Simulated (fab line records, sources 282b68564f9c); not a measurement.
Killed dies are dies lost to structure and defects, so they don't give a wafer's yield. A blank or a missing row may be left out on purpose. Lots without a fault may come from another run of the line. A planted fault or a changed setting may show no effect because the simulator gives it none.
fab line records | flow rit_cmos
record lots=6 wafers=18 last_day=7
route steps=202 shown ACTIVE@2 M1@202
lots that met no fault: from a run of the same line without faults
start_h: hours from the record's first day to the start of the lot's first wafer shown | wait_h: hours since the lot's step before | " the same as in the row above | L1.1+2: a row that stands for several wafers | - no value, or no start given | * or withheld: withheld | < > ~ a bound
route shown NAME@n: a module of which the file shows steps, and the number in the route of the first | usual: mean/standard deviation of fault-free wafers | same: alike in all rows | chamber/n: place in a boat | sites: the reading at each site | _std_site: their standard deviation | _edge_site: outer sites' mean less inner sites' | radius_mm: how far each site lies from the wafer's centre | mask NAME#n: copy n | behind: the tool/chamber that last shaped the wafer | hold: why the lot was held/for how many hours/how that ended | device: the transistor (n, p or np) that didn't switch | end of line: the same wafers' tests at the end of the route | a step without rows: its recipe alone | killed: dies lost to structure and defects at the first sort, not the wafer's yield | map: a wafer's dies, x killed, . not, _ none there
set.NAME: the setting as run; set.NAME@STEP: as run at that earlier step | model.NAME: the simulator's own value behind a step, which no gauge read
lots at some steps of the route; a table a step, a row a wafer
services: from which hour (start_h, from the record's first day; less than 0 if before it) a tool's chamber was out of use, for how many hours, and why
## steps
# step RIT_ACTIVE_OXIDATION_01
# recipe temp_c=1000 ambient=O2 target_thk_a=468 ox_time_s=3360
# step RIT_ACTIVE_THK_MEAS_02
# recipe reads=SiO2_of_ACTIVE_OXIDATION_01
# usual ACTIVE_OXIDE_THK=46.6/1
# columns lot.wafer tool chamber start_h wait_h ACTIVE_OXIDE_THK[nm]
L965.2 film_metro-03 - 12.19 0.0 45.9
L965.3 " - " " 45.4
L965.5 " - " " 45.5
L975.1 film_metro-03 - 62.42 0.0 46.2
L975.2 " - " " 45.7
L975.5 " - " " 45.2
L979.1 film_metro-03 - 85.38 0.0 47.5
L979.2 " - " " 47.0
L979.5 " - " " 46.5
L980.4 film_metro-04 - 87.35 0.0 46.6
L980.5 " - " " 46.4
L980.6 " - " " 46.8
L981.4 film_metro-03 - 92.08 0.0 47.1
L981.5 " - " " 46.9
L981.6 " - " " 47.3
L983.1 film_metro-03 - 102.05 0.0 45.4
L983.4 " - " " 45.7
L983.5 " - " " 46.3
# step RIT_ACTIVE_CVD_03
# recipe material=Si3N4 target_thk_nm=150 temp_c=810 precursor=SiH2Cl2/NH3 time_s=1500 pressure_mtorr=300 sih2cl2_flow_sccm=60 nh3_flow_sccm=150
# step RIT_ACTIVE_THK_MEAS_04
# recipe reads=Si3N4_of_ACTIVE_CVD_03
# usual ACTIVE_NITRIDE_THK=149.2/1.5
# columns lot.wafer tool chamber start_h wait_h ACTIVE_NITRIDE_THK[nm]
L965.2 film_metro-04 - 13.73 0.0 150.6
L965.3 " - " " 151.0
L965.5 " - " " 151.0
L975.1 film_metro-02 - 63.89 0.0 149.7
L975.2 " - " " 148.7
L975.5 " - " " 149.1
L979.1 film_metro-03 - 86.86 0.0 147.1
L979.2 " - " " 147.0
L979.5 " - " " 148.6
L980.4 film_metro-03 - 89.40 0.0 148.0
L980.5 " - " " 149.9
L980.6 " - " " 148.7
L981.4 film_metro-04 - 93.56 0.0 146.8
L981.5 " - " " 147.4
L981.6 " - " " 147.9
L983.1 film_metro-03 - 103.53 0.0 145.3
L983.4 " - " " 145.3
L983.5 " - " " 146.5
# step RIT_ACTIVE_HMDS_05
# recipe prime_time_s=60 prime_temp_c=140
# step RIT_ACTIVE_COAT_06
# recipe resist=NOVOLAK spin_rpm=3250 resist_thk_nm=1000
# step RIT_ACTIVE_SOFTBAKE_07
# recipe resist=NOVOLAK temp_c=90 time_s=60
# step RIT_ACTIVE_EXPOSE_08
# recipe mask_id=M1 na=0.6 source_shape=conventional sigma_outer=0.6 target_cd_nm=1400 dose_mj=225
# step RIT_ACTIVE_PEB_09
# recipe resist=NOVOLAK temp_c=withheld time_s=withheld
# step RIT_ACTIVE_DEVELOP_10
# recipe resist=NOVOLAK develop_time_s=50 dev_temp_c=23
# step RIT_ACTIVE_CD_MEAS_11
# recipe target_cd_nm=1400
# usual cd_nm=1400.3/2.2
# columns lot.wafer tool chamber start_h wait_h cd_nm
L965.2 cd_sem-02 - 14.77 - 1399.9
L965.3 " - " " 1398.1
L965.5 " - " " 1400.3
L975.1 cd_sem-01 - 65.10 - 1400.7
L975.2 " - " " 1401.8
L975.5 " - " " 1400.4
L979.1 cd_sem-01 - 87.77 - 1401.6
L979.2 " - " " 1403.5
L979.5 " - " " 1405.8
L980.4 cd_sem-01 - 90.34 - 1400.3
L980.5 " - " " 1401.3
L980.6 " - " " 1400.2
L981.4 cd_sem-01 - 94.65 - 1404.0
L981.5 " - " " 1401.5
L981.6 " - " " 1402.4
L983.1 cd_sem-01 - 104.56 - 1401.4
L983.4 " - " " 1399.9
L983.5 " - " " 1401.7
# step RIT_ACTIVE_HARDBAKE_12
# recipe resist=NOVOLAK temp_c=140 time_s=60
# step RIT_ACTIVE_ETCH_13
# recipe stop_on=SiO2 chemistry=SF6 target=Si3N4 time_s=210 over_etch_frac=0.4 SF6_flow_sccm=200 pressure_mtorr=260 rf_w=125 target_depth_a=2100
# usual chamber_pressure_mTorr=259.99/0.24 drypump_motor_current_A=5.6/0.57 oes_product_au=0.816/0.014 throttle_valve_pct=7.48/0.12
# same over_etch_frac=0.4
# columns lot.wafer tool chamber start_h wait_h chamber_pressure_mTorr drypump_motor_current_A oes_product_au rf_hours_counter_h throttle_valve_pct
L965.2 rie_diel-04 0 15.10 0.1 260.09 5.5 0.829 111 7.51
L965.3 " 2 " " 260.07 6.1 0.832 165 7.51
L965.5 " 1 " " 259.74 5.8 0.811 - 7.26
L975.1 rie_diel-04 0 65.48 0.1 259.69 5.5 0.829 112 7.52
L975.2 " 3 " " 259.58 5.4 0.829 40 7.39
L975.5 " 3 " " 259.90 5.4 0.824 - 7.38
L979.1 rie_diel-01 0 88.04 0.1 260.09 5.4 0.814 3 7.40
L979.2 " 3 " " 260.85 5.9 0.803 37 7.34
L979.5 " 2 " " 260.02 6.8 0.809 - 7.63
L980.4 rie_diel-04 2 90.55 0.1 207.94 6.0 0.821 0 7.51
L980.5 " 2 " " 208.11 6.0 0.827 - 7.49
L980.6 " 3 " " 207.99 5.4 0.828 - 7.40
L981.4 rie_diel-02 0 94.93 0.1 259.61 5.4 0.801 69 7.48
L981.5 " 1 " " 260.01 5.4 0.820 - 7.48
L981.6 " 0 " " 260.26 5.4 0.807 - 7.48
L983.1 rie_diel-04 2 104.83 0.1 207.99 6.0 0.810 0 7.51
L983.4 " 3 " " 207.87 5.4 0.817 40 7.40
L983.5 " 2 " " 208.13 6.1 0.816 - 7.50
# step RIT_ACTIVE_STRIP_14
# recipe chemistry=O2 time_s=180 resist=NOVOLAK platen_temp_c=withheld power_w=500 pressure_mtorr=4000 o2_flow_sccm=4000
# usual drypump_motor_current_A=5.6/0.46
# columns lot.wafer tool chamber start_h wait_h drypump_motor_current_A rf_hours_counter_h
L965.2 plasma_asher-04 1 15.24 0.1 5.9 38
L965.3 " 1 " " 5.9 -
L965.5 " 0 " " 5.8 -
L975.1 plasma_asher-01 1 65.62 0.1 6.0 38
L975.2 " 0 " " 4.7 38
L975.5 " 1 " " 6.0 -
L979.1 plasma_asher-01 1 88.17 0.1 6.0 41
L979.2 " 0 " " 4.8 41
L979.5 " 1 " " 6.0 -
L980.4 plasma_asher-01 0 90.74 0.1 4.8 -
L980.5 " 0 " " 4.7 -
L980.6 " 1 " " 6.0 -
L981.4 plasma_asher-04 0 95.12 0.1 5.8 -
L981.5 " 1 " " 5.9 -
L981.6 " 0 " " 5.8 -
L983.1 plasma_asher-04 1 104.97 0.1 5.9 47
L983.4 " 1 " " 5.9 -
L983.5 " 1 " " 5.9 -
# step RIT_M1_PROBE_99
# usual killed_at_contacts=0.0/0.22 killed_at_front_end=6.6/2.7 killed_dies=6.7/2.7 killed_open=3.4/2 killed_short=3.2/1.8
# same gross_dies=264 killed_at_M0_to_M3=0 killed_at_M4_up=0 killed_at_back_side=0 killed_at_other=0
# columns lot.wafer tool chamber start_h wait_h killed_at_contacts killed_at_front_end killed_dies killed_open killed_short
L965.2 prober-02 - 68.29 0.1 0 4 4 3 1
L965.3 prober-02 - 68.34 0.2 0 8 8 2 6
L965.5 prober-02 - 68.44 0.2 0 6 6 3 3
L975.1 prober-02 - 113.21 0.1 0 9 9 5 3
L975.2 prober-02 - 113.26 0.1 0 6 6 4 2
L975.5 prober-02 - 113.41 0.2 0 11 11 3 7
L979.1 prober-02 - 139.97 0.1 0 13 13 6 5
L979.2 prober-02 - 140.02 0.1 0 6 6 2 2
L979.5 prober-02 - 140.17 0.2 0 7 7 1 5
L980.4 prober-01 - 145.31 0.2 0 4 4 1 1
L980.5 prober-01 - 145.36 0.2 0 10 10 2 6
L980.6 prober-01 - 145.41 0.2 0 8 8 5 2
L981.4 prober-02 - 146.81 0.2 0 6 6 5 1
L981.5 prober-02 - 146.86 0.2 1 5 6 4 2
L981.6 prober-02 - 146.91 0.2 0 5 5 2 3
L983.1 prober-02 - 166.38 0.1 0 8 8 4 4
L983.4 prober-02 - 166.53 0.2 0 9 9 5 4
L983.5 prober-02 - 166.58 0.2 0 11 11 6 5
# killed by level:class
L965.2 SPACER:geometric_particle:open=2 FOX2:geometric_particle:short=1 GATE:geometric_particle:open=1
L965.3 GATE:geometric_particle:short=4 GATE:geometric_particle:open=2 REOX:geometric_particle:short=1 SILICIDE:geometric_particle:short=1
L965.5 SPACER:geometric_particle:short=2 SILICIDE:geometric_particle:open=2 SPACER:geometric_particle:open=1 SILICIDE:geometric_particle:short=1
L975.1 FOX1:geometric_particle:open=2 GATE:geometric_particle:short=2 GATE:geometric_particle:open=1 REOX:geometric_particle:open=1 SPACER:geometric_particle:open=1 SILICIDE:geometric_particle:short=1 NSD:coat_microbubble_printed=1
L975.2 GATE:geometric_particle:open=3 FOX1:geometric_particle:short=1 SILICIDE:geometric_particle:short=1 SILICIDE:geometric_particle:open=1
L975.5 GATE:geometric_particle:short=4 FOX1:geometric_particle:short=2 GATE:geometric_particle:open=1 REOX:geometric_particle:open=1 SPACER:geometric_particle:open=1 SILICIDE:geometric_particle:short=1 NSD:coat_microbubble_printed=1
L979.1 GATE:geometric_particle:short=2 GATE:geometric_particle:open=2 REOX:geometric_particle:open=2 SPACER:geometric_particle:short=2 PSD:coat_microbubble_printed=2 FOX1:geometric_particle:open=1 FOX2:geometric_particle:short=1 SPACER:geometric_particle:open=1
L979.2 PSD:coat_microbubble_printed=2 FOX1:geometric_particle:short=1 GATE:geometric_particle:short=1 GATE:geometric_particle:open=1 REOX:geometric_particle:open=1
L979.5 SPACER:geometric_particle:short=3 GATE:geometric_particle:short=2 GATE:geometric_particle:open=1 PSD:coat_microbubble_printed=1
L980.4 NSD:coat_microbubble_printed=2 FOX2:geometric_particle:short=1 SILICIDE:geometric_particle:open=1
L980.5 REOX:geometric_particle:short=3 GATE:geometric_particle:short=2 NSD:coat_microbubble_printed=2 ACTIVE:geometric_particle:open=1 FOX1:geometric_particle:short=1 GATE:geometric_particle:open=1
L980.6 FOX1:geometric_particle:open=2 FOX2:geometric_particle:open=2 FOX1:geometric_particle:short=1 GATE:geometric_particle:open=1 GATE:geometric_particle:short=1 NSD:coat_microbubble_printed=1
L981.4 GATE:geometric_particle:open=4 FOX2:geometric_particle:open=1 SILICIDE:geometric_particle:short=1
L981.5 GATE:geometric_particle:open=2 FOX2:geometric_particle:short=1 FOX2:geometric_particle:open=1 REOX:geometric_particle:open=1 CONTACT:geometric_particle:short=1
L981.6 SILICIDE:geometric_particle:short=2 GATE:geometric_particle:open=1 GATE:geometric_particle:short=1 SILICIDE:geometric_particle:open=1
L983.1 GATE:geometric_particle:short=3 GATE:geometric_particle:open=2 REOX:geometric_particle:open=1 REOX:geometric_particle:short=1 SILICIDE:geometric_particle:open=1
L983.4 GATE:geometric_particle:open=3 FOX1:geometric_particle:open=2 GATE:geometric_particle:short=2 FOX1:geometric_particle:short=1 REOX:geometric_particle:short=1
L983.5 GATE:geometric_particle:open=6 GATE:geometric_particle:short=2 SPACER:geometric_particle:short=2 REOX:geometric_particle:short=1
## services
# columns tool chamber start_h hours kind
plasma_asher-04 - 7.50 5.9 repair
rie_diel-02 1 34.90 8.6 repair
rie_diel-04 3 43.40 5.6 repair
rie_diel-02 3 55.30 32.9 repair
rie_diel-04 2 63.99 - clean
rie_diel-04 2 63.99 14.8 scheduled_down
rie_diel-04 2 63.99 14.8 vent_cycle
rie_diel-04 - 78.62 0.8 repair
rie_diel-02 0 89.08 2.4 repair
plasma_asher-01 - 103.33 0.4 repair
## key
first_sign step=RIT_ACTIVE_ETCH_13 reading=chamber_pressure_mTorr direction=down sigmas=99+ usual=259.99 struck=208.00
effect none on later readings
met_at RIT_ACTIVE_ETCH_13
struck_wafers L980.4,L980.5,L980.6,L983.1,L983.4,L983.5
tester_left_out L980,L983
onset_between 65.48 90.55
fault kind=process_parameter_drift tool=rie_diel-04 chamber=- onset_h=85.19 steps=RIT_ACTIVE_ETCH_13 channel=pressure_mtorr offset=-52 shape=step end_h=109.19 acts_in=these_recipes_only stated=260
# tester_left_out: of these lots the tester's yield and bins aren't shown, on N5 and GAA mostly nor the transistor test; their killed dies are dies lost to structure and defects alone, not to doping, threshold or leakage, so they don't give the yield
